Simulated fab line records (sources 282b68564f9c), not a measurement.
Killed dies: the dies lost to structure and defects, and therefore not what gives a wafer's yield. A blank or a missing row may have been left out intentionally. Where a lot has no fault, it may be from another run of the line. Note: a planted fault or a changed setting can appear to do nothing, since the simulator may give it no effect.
Lot-split experiment -- flow rit cmos -- route with 202 steps; 5 lots, 23 wafers read

## SPLIT DETAILS
At RIT_PLDD_IMPLANT_08, the setting energy kev was moved away from the recipe's 20 on 6 of the 23 wafers read, by -3.3% to +3.2%. This setting was run at the recipe's value on the other wafers.

## FROM THE SPLIT TO THE READING: what the file shows between them, 6 steps
- RIT_SPACER_ETCHBACK_05: etches Si3N4 in SF6/CHF3, stops on SiO2, target depth 250 nm, time 240 s (also split here: time s)
- RIT_NSD_IMPLANT_08 (also split here: dose cm2)
- RIT_PSD_IMPLANT_08 (also split here: dose cm2)
- RIT_PSD_STRIP_09: strips in O2, time 180 s
- RIT_SDANNEAL_RTA_03: time 5 s
- RIT_SDANNEAL_RS_MEAS_05: measures by four-point-probe

## THE READING
PLDD_RS, in ohm/sq, at RIT_SDANNEAL_RS_MEAS_06 (measures by four-point-probe). On this fab line, fault-free wafers typically give 178.5 ohm/sq with a standard deviation of 0.52 ohm/sq.

wafer,"tool, chamber at the split",energy kev as run,against the recipe,"PLDD_RS, ohm/sq",against lot-mates on the recipe
L075.1,"implanter-04, 0",20,recipe,178.3,-
L075.2,"implanter-04, 0",20,recipe,177.7,-
L075.4,"implanter-04, 0",20,recipe,178.3,-
L075.5,"implanter-04, 0",20,recipe,177.9,-
L075.6,"implanter-04, 0",20,recipe,177.8,-
L076.1,"implanter-01, 0",20,recipe,178.4,-
L076.3,"implanter-01, 0",20,recipe,178.7,-
L076.4,"implanter-01, 0",20.64,+3.2%,176.5,-2.1
L076.5,"implanter-01, 0",20.64,+3.2%,177.0,-1.6
L076.6,"implanter-01, 0",20.64,+3.2%,176.9,-1.7
L077.1,"implanter-01, 0",20,recipe,178.5,-
L077.2,"implanter-01, 0",20,recipe,177.9,-
L077.5,"implanter-01, 0",20,recipe,178.8,-
L083.1,"implanter-04, 0",19.34,-3.3%,180.2,+1.8
L083.2,"implanter-04, 0",19.34,-3.3%,180.6,+2.2
L083.4,"implanter-04, 0",19.34,-3.3%,180.8,+2.4
L083.5,"implanter-04, 0",20,recipe,178.3,-
L083.6,"implanter-04, 0",20,recipe,178.6,-
L085.2,"implanter-02, 0",20,recipe,178.9,-
L085.3,"implanter-02, 0",20,recipe,179.3,-
L085.4,"implanter-02, 0",20,recipe,179.4,-
L085.5,"implanter-02, 0",20,recipe,179.2,-
L085.6,"implanter-02, 0",20,recipe,179.3,-

FIT RESULTS
A straight line over all 23 wafers: PLDD_RS changes by -0.575 ohm/sq for each +1% of energy kev; r = -0.90; the points scatter about the line by 0.5 ohm/sq.
The same after taking each lot's own level away (the mean of its wafers on the recipe; 23 wafers): -0.59 ohm/sq for each +1%; r = -0.97; scatter 0.26 ohm/sq.
Per that fit: largest energy kev move, reading shift of 1.9 ohm/sq.
The span of the lots' own levels, 178.00 to 179.22 ohm/sq, comes to 2.3 times the standard deviation stated above.
Consequently the slope shifts little with the lot-to-lot level, the two slopes agreeing.
Check: for one of the wafers moved furthest among these (-3.3%), held out of the fit, the line's prediction against its lot-mates is +2.05 ohm/sq. Against them it came out at +1.75 ohm/sq.

## FURTHER SPLITS ON THESE WAFERS
These wafers also went through other splits before the reading. Each is held against what the fit with the lots' levels taken away leaves over:
other split on the same wafers,wafers away from the commonest value,r with PLDD_RS (lot level and that fit taken away)
RIT_ACTIVE_COAT_06 spin rpm,7,+0.19
RIT_ACTIVE_ETCH_13 rf w,8,+0.11
RIT_NWELL_COAT_01 spin rpm,7,+0.27
RIT_NWELL_IMPLANT_08 energy kev,11,-0.24
RIT_NRETRO_IMPLANT_08 energy kev,8,-0.37
RIT_GATE_EXPOSE_13 dose mj,12,+0.15
RIT_SPACER_ETCHBACK_05 time s,9,-0.22
RIT_NSD_IMPLANT_08 dose cm2,7,+0.38
RIT_PSD_IMPLANT_08 dose cm2,4,+0.04

## THE WHOLE CHAIN: every reading that the file lists as answering this split, in the file's order
step,what it does,reading,change (the file's fit),r (the file's)
RIT_PLDD_IMPLANT_08,,"implant.drp nm (the simulator's own value, which no gauge read)",+0.0685 nm for each +1% of the setting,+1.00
RIT_SDANNEAL_RS_MEAS_06,measures by four-point-probe,PLDD_RS,-0.586 for each +1% of the setting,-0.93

## THE FILE'S OWN FIT
PLDD_RS changes by -0.586 ohm/sq for each +1% of energy kev, r = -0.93.
